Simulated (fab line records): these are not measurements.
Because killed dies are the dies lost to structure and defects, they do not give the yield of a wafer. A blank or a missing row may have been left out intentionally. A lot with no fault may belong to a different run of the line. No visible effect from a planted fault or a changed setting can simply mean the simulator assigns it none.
Comparing a struck lot with a sound one + flow berkeley cmos170 + 13 out of 331 route steps
Sound: the wafers L904.1, L904.2, L904.5. The struck wafers were L896.1, L896.2, L896.5. Last of all comes the cause.
Order at every step that has rows: each side's tool, ch and its chambers, its first start. Under that, the readings that differ: sound wafers + struck wafers + difference of the means + sigmas: that difference in standard deviations of wafers without a fault.
alike: a reading whose means differ by less than 2 such deviations, as well as words and numbers matching on both sides. not compared: withheld readings; readings where some wafer has no value; bounds like >300 that might hide an equal value; numbers whose values overlap and for which the record gives no deviation.
A row with sigmas, a row that says differs or no value, or rows on one side alone: a step with any of these is where the two part. When numbers do not overlap yet have no deviation, they are printed without sigmas and do not part them. A reading that every wafer of one side lacks parts them only if that side has two wafers or more.

UCB170_START_BOW_MEAS_00:
  struck on film metro-02, day 1 20:00; sound on film metro-03, day 3 12:00
  alike: INCOMING_BOW
then, 2 steps without rows for these wafers: UCB170_START_CLEAN_01 (cleans in dHF, time 60 s); UCB170_START_OXIDATION_02 (target thk 20 nm, ox time 1800 s).
UCB170_START_THK_MEAS_03:
  struck on film metro-02, day 1 23:25; sound on film metro-02, day 3 18:00
  alike: START_OXIDE_THK
then, 4 steps without rows for these wafers: UCB170_START_ANNEAL_04 (time 1200 s); UCB170_ZERO_HMDS_00 (prime time 60 s); UCB170_ZERO_COAT_01 (resist thk 900 nm); UCB170_ZERO_SOFTBAKE_02 (time 60 s).
UCB170_ZERO_EXPOSE_03: exposes mask PM MARKS, target cd 4000 nm.
  struck on krf scanner-02, day 2 02:53; sound on krf scanner-01 ch 0, day 4 00:10
  no value came back on the struck wafers for exposure dose mJ cm2, focus offset nm (nm), sigma outer; on the sound wafers exposure dose mJ cm2 reads 29.99 29.96 29.92
  alike: mask
then, 2 steps without rows for these wafers: UCB170_ZERO_PEB_04; UCB170_ZERO_DEVELOP_05 (develop time 45 s).
UCB170_ZERO_ETCH_06: etches SiO2 in CHF3/CF4/Ar, time 12 s.
  sound on rie diel-02 ch 1,2,3, day 4 01:08; struck on rie diel-01 ch 1,2, day 2 03:21
| reading               | sound             | struck            | difference | sigmas |
|-----------------------|-------------------|-------------------|------------|--------|
| oes product au (a.u.) | 0.607 0.615 0.612 | 0.365 0.378 0.365 | -0.242     | -30    |
  alike: drypump motor current A, mfc ar sccm, rf fwd power W, throttle valve pct
  not compared: rf hours counter h
UCB170_ZERO_STRIP_07: strips in O2.
  sound on plasma asher-03 ch 0,1, day 4 01:10; struck on plasma asher-01 ch 0,1, day 2 03:22
| reading                      | sound             | struck            | difference | sigmas |
|------------------------------|-------------------|-------------------|------------|--------|
| strip time to endpoint s (s) | 21.63 21.62 21.59 | 21.45 21.41 21.42 | -0.19      | -3     |
  alike: drypump motor current A, o2 flow sccm, oes product au
  not compared: rf hours counter h

== WHERE THEY PART ==
Last at UCB170_ZERO_STRIP_07 as far as this record goes, first at UCB170_ZERO_EXPOSE_03.

WHY: what had been put in by the simulator
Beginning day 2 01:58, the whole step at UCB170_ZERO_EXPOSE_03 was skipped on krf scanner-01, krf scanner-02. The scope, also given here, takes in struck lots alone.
